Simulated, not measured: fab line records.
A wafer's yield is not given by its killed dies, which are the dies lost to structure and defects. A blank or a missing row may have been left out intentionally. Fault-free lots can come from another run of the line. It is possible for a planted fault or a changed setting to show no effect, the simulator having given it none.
Problem report in the 8D (eight disciplines) form, filled by code | flow ritCmos | the parts of the form that need people (team, actions taken, sign-off) are left out

## 1. THE ISSUE
At RIT_PRETRO_COAT_01, spinSpeedRpm averages 2122.2 rpm over 9 wafers from 3 lots, while fault-free wafers read 2000.0 rpm, standard deviation 1.4. Measured from the usual mean, that is +87 standard deviations.
The step: resist thk 1300 nm.
The first sign was on wafer L957.2 at day 6 02:23, on lithoTrack-03. At this step, 21 wafers from 7 lots have a number in the record. Rule for "out" (also "out of limits"): further than 4 standard deviations from the usual mean. The rest of the wafers with a number are treated as sound.

## 2. WHAT IT IS; WHAT IT IS NOT
question                    | is                     | is not
which readings at this step | spinSpeedRpm           | dispensePressureKPa
which lots                  | L956, L957, L959       | L942, L947, L951, L961
which wafers of those lots  | all that have a number | -
read on which tools         | lithoTrack-03          | lithoTrack-02
when                        | from day 6 02:23       | up to then (9 sound wafers); but 3 sound wafers of L961 came after

## 3. THE SUSPECTS, EACH WITH WHAT RULES IT OUT
Counting: a tool stays on the suspect list if, at a process step up to the reading, it processed all lots that are out and no sound lot following the first of them.
- lithoTrack-03 at RIT_PRETRO_COAT_01 (resist thk 1300 nm): kept. All lots that are out passed through it, beginning with L957 at day 6 02:23, and no sound lot followed; its final sound lot before that point was L951 at day 5 00:24. Its own readings are out on those wafers: spinSpeedRpm.
Left after counting: lithoTrack-03 at RIT_PRETRO_COAT_01.

## 4. THE CAUSE (what the simulator had put in)
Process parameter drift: lithoTrack-03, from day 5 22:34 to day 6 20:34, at RIT_PRETRO_COAT_01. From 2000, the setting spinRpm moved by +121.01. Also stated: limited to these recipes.
After counting, this tool was the only one left.

## 5. SEQUENCE OF EFFECTS, ordered by route
One row per reading whose mean, taken over the struck wafers that have a number, lies over 3 standard deviations from the usual. Only readings whose record carries a usual standard deviation are examined. hours: median over the lots of the time between each lot's start at the first step of this table that gives one and its start at this step. sigmas: the change, counted in usual standard deviations.
hours | step               | reading      | usual      | on struck wafers | change | sigmas
0     | RIT_PRETRO_COAT_01 | spinSpeedRpm | 2000.0 rpm | 2122.2           | +122.2 | +87
The process steps in it:
- RIT_PRETRO_COAT_01: resist thk 1300 nm.
Later measuring or inspecting steps at which every struck wafer that the step has a row for has a number for every such reading, and none has moved that far: RIT_PRETRO_OVL_MEAS_06.

## 6. HOW IT WOULD HAVE BEEN CAUGHT EARLIER
In this record no reading fell out of limits until day 6 02:23, 4 hours after the fault had begun at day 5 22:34.
